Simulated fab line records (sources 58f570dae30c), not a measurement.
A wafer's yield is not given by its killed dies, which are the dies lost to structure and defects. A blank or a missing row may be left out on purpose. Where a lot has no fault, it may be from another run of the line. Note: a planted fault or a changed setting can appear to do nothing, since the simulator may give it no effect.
Which of the tools did it? | flow berkeley cmos170 | Sampling: 13 lots, 39 wafers, 3 of 331 route steps

== WHAT THE GAUGES SHOWED, per wafer ==
UCB170_M1_OVL_MEAS_10.
lot  | measured     | on         | M1_OVL (nm)
L529 | day 7 23:22  | overlay-01 | -2 -3 0
L532 | day 8 15:36  | overlay-01 | -6 6 -6
L531 | day 8 12:23  | overlay-01 | -1 -5 -8
L533 | day 8 13:52  | overlay-01 | -6 1 -1
L535 | day 9 04:48  | overlay-02 | -9 -8 -11
L536 | day 9 10:03  | overlay-01 | -8 -7 -2
L537 | day 9 10:53  | overlay-01 | -5 -6 -6
L538 | day 10 06:49 | overlay-01 | 1 -4 -2
L540 | day 10 16:19 | overlay-01 | -4 2 -3
L545 | day 11 05:06 | overlay-01 | -10 -13 -13
L548 | day 11 21:59 | overlay-02 | 2 4 -3
L550 | day 12 18:55 | overlay-01 | -11 -11 -9
L552 | day 12 16:21 | overlay-01 | 2 -4 -2

== WHAT TOOL EACH LOT RAN ON (gives the tool, then ch and the chambers of the sampled wafers, and finally the start) ==
lot  | UCB170_PWELL_ETCH_14              | UCB170_ACTIVE_ETCH_15
L529 | rie diel-03 ch 0,2, day 3 06:19   | rie diel-04 ch 1,2,3, day 4 12:47
L532 | rie diel-01 ch 1,2,3, day 3 19:40 | rie diel-03 ch 0,1, day 5 04:46
L531 | rie diel-03 ch 0,1,2, day 4 00:08 | rie diel-04 ch 0,1,2, day 5 05:14
L533 | rie diel-04 ch 1,2,3, day 4 00:34 | rie diel-02 ch 0,2,3, day 5 04:52
L535 | rie diel-01 ch 0,1,2, day 4 07:50 | rie diel-03 ch 2,3, day 5 21:39
L536 | rie diel-04 ch 0,1,2, day 4 18:08 | rie diel-04 ch 0,2,3, day 6 07:05
L537 | rie diel-04 ch 0,2, day 5 02:21   | rie diel-04 ch 0,2, day 6 14:28
L538 | rie diel-01 ch 0,2, day 5 06:53   | rie diel-03 ch 1,2,3, day 6 23:13
L540 | rie diel-01 ch 1,2, day 5 14:25   | rie diel-03 ch 0,3, day 7 04:46
L545 | rie diel-03 ch 1,2,3, day 6 12:12 | rie diel-03 ch 2,3, day 7 22:41
L548 | rie diel-01 ch 0,1, day 7 13:48   | rie diel-02 ch 1,3, day 8 23:11
L550 | rie diel-01 ch 1,2,3, day 8 02:13 | rie diel-02 ch 0,1,3, day 9 16:08
L552 | rie diel-03 ch 1,2,3, day 8 02:29 | rie diel-02 ch 0,1,3, day 9 16:57
- UCB170_PWELL_ETCH_14: etches Si3N4 in CH3F/Ar/O2, stops on SiO2, target depth 242 nm, time 151 s.
- UCB170_ACTIVE_ETCH_15: etches Si3N4 in CH3F/Ar/O2, stops on SiO2, target depth 242 nm, time 151 s.

== AS READ BY THE TOOLS THEMSELVES (means over the sampled wafers that have a number; for cases with no such wafer, the mark the record gives instead) ==
UCB170_PWELL_ETCH_14.
lot  | tool        | drypump motor current A (A) | oes product au (a.u.) | throttle valve pct (%)
L529 | rie diel-03 | 5.6                         | 0.926                 | 8.07
L532 | rie diel-01 | 5.5                         | 0.935                 | 8.12
L531 | rie diel-03 | 5.8                         | 0.931                 | 8.13
L533 | rie diel-04 | 5.4                         | 0.941                 | 8.10
L535 | rie diel-01 | 5.6                         | 0.933                 | 8.04
L536 | rie diel-04 | 5.4                         | 0.949                 | 8.14
L537 | rie diel-04 | 5.3                         | 0.956                 | 8.09
L538 | rie diel-01 | 5.7                         | 0.955                 | 8.01
L540 | rie diel-01 | 5.4                         | 0.916                 | 8.06
L545 | rie diel-03 | 5.4                         | 0.927                 | 8.15
L548 | rie diel-01 | 5.4                         | 0.939                 | 8.05
L550 | rie diel-01 | 5.6                         | 0.921                 | 8.11
L552 | rie diel-03 | 5.4                         | 0.922                 | 8.14

UCB170_ACTIVE_ETCH_15.
lot  | tool        | drypump motor current A (A) | oes product au (a.u.) | throttle valve pct (%)
L529 | rie diel-04 | 5.37                        | 0.940                 | 8.09
L532 | rie diel-03 | 5.87                        | 0.934                 | 8.21
L531 | rie diel-04 | 5.44                        | 0.943                 | 8.14
L533 | rie diel-02 | 5.46                        | 0.914                 | 8.05
L535 | rie diel-03 | 5.13                        | 0.924                 | 8.14
L536 | rie diel-04 | 5.33                        | 0.939                 | 8.10
L537 | rie diel-04 | 5.40                        | 0.961                 | 8.14
L538 | rie diel-03 | 5.37                        | 0.927                 | 8.14
L540 | rie diel-03 | 5.75                        | 0.934                 | 8.17
L545 | rie diel-03 | 5.24                        | 0.918                 | 8.08
L548 | rie diel-02 | 5.52                        | 0.918                 | 8.03
L550 | rie diel-02 | 5.56                        | 0.930                 | 8.02
L552 | rie diel-02 | 5.58                        | 0.913                 | 8.02

== THE ANSWER, worked out from the rows above alone ==
Rule: what is usual is taken from the lots themselves. The widest of any qualifying gaps counts: lots, ordered by their means at a reading, are off when they make up no more than a third of the lots, leave a main group of 4 or more, and stand apart from it by 3 or more times the standard deviation of that group's means. A main group whose means are all the same, to the digits that the tables above print for the reading, isn't used. A lot without any number at a reading at which 4 lots or more have one is off too. The other lots that the step has rows for count as sound. The gauges are gone through in route order, then the tools' own readings, and for those a lot's mean is taken as printed above. At the first step where some lot is off, the reading lying furthest off is the one used; lots without a number count as furthest.
No lot is off at any reading shown: from this, nothing can be told.

== WHAT WAS PUT IN BY THE SIMULATOR ==
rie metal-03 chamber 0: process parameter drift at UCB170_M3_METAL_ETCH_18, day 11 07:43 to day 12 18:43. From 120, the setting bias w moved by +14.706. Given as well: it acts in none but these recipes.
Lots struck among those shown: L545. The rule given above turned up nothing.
